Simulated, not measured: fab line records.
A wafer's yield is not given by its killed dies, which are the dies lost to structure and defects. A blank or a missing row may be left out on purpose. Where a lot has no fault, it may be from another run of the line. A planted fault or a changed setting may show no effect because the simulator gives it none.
Split-lot study	flow ritCmos	23 wafers read from 5 lots, route of 202 steps

## SPLIT DETAILS
At RIT_PSD_IMPLANT_08, the setting energyKev was moved away from the recipe's 27 on 8 of the 23 wafers read, by -2.5% to +5.0%. All remaining wafers had this setting at the recipe value.

## FROM THE SPLIT TO THE READING: what the file shows between them, 3 steps
- RIT_PSD_STRIP_09: strips in O2, time 180 s
- RIT_SDANNEAL_CLEAN_02: cleans in SC2, time 600 s
- RIT_SDANNEAL_RTA_03: time 5 s

## THE READING
PSD_RS, in ohm/sq, at RIT_SDANNEAL_RS_MEAS_04 (measures by four-point-probe). Typical for fault-free wafers on this fab line: 115.92 ohm/sq, with standard deviation 0.3 ohm/sq.

wafer	tool, chamber at the split	energyKev as run	against the recipe	PSD_RS, ohm/sq	against lot-mates on the recipe
L078.2	implanter-03, 0	28.34	+5.0%	113.61	-2.40
L078.3	implanter-03, 0	27	recipe	116.17	-
L078.4	implanter-03, 0	27	recipe	116.05	-
L078.5	implanter-03, 0	28.34	+5.0%	113.35	-2.66
L078.6	implanter-03, 0	27	recipe	115.82	-
L080.1	implanter-02, 0	27	recipe	116.48	-
L080.4	implanter-02, 0	27	recipe	116.35	-
L080.5	implanter-02, 0	27	recipe	116.09	-
L081.1	implanter-01, 0	27.48	+1.8%	114.57	-0.75
L081.2	implanter-01, 0	27	recipe	115.48	-
L081.3	implanter-01, 0	27.48	+1.8%	114.82	-0.50
L081.5	implanter-01, 0	27	recipe	115.15	-
L081.6	implanter-01, 0	27.48	+1.8%	114.42	-0.89
L084.2	implanter-02, 0	27	recipe	116.37	-
L084.3	implanter-02, 0	27	recipe	116.49	-
L084.4	implanter-02, 0	27	recipe	116.38	-
L084.5	implanter-02, 0	27	recipe	116.62	-
L084.6	implanter-02, 0	27	recipe	115.95	-
L085.1	implanter-03, 0	26.32	-2.5%	117.25	+1.30
L085.2	implanter-03, 0	27	recipe	115.84	-
L085.3	implanter-03, 0	27	recipe	116.07	-
L085.5	implanter-03, 0	26.32	-2.5%	117.05	+1.09
L085.6	implanter-03, 0	26.32	-2.5%	117.23	+1.28

FIT RESULTS
A straight line over all 23 wafers: PSD_RS changes by -0.53 ohm/sq for each +1% of energyKev; r = -0.93; the points scatter about the line by 0.39 ohm/sq.
The same after taking each lot's own level away (the mean of its wafers on the recipe; 23 wafers): -0.492 ohm/sq for each +1%; r = -0.98; scatter 0.18 ohm/sq.
Per that fit: largest energyKev move, reading shift of 2.4 ohm/sq.
From 115.315 to 116.362 ohm/sq: that is the span of the lots' own levels, equal to 3.5 times the standard deviation above.
So the lot-to-lot level changes the slope little: the two slopes agree.
Check: with one of the wafers moved furthest among these (+5.0%) left out of the fit, the line predicts -2.44 ohm/sq for it against its lot-mates. Against them it came out at -2.4 ohm/sq.

## THE WHOLE CHAIN: every reading that the file lists as answering this split, in the file's order
step	what it does	reading	change (the file's fit)	r (the file's)
RIT_PSD_IMPLANT_08		implant.rpNm (the simulator's own value, which no gauge read)	+0.173 nm for each +1% of the setting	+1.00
RIT_PSD_IMPLANT_08		implant.drpNm (the simulator's own value, which no gauge read)	+0.0844 nm for each +1% of the setting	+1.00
RIT_SDANNEAL_RS_MEAS_04	measures by four-point-probe	PSD_RS	-0.495 for each +1% of the setting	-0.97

## THE FILE'S OWN FIT
PSD_RS changes by -0.495 ohm/sq for each +1% of energyKev, r = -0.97.
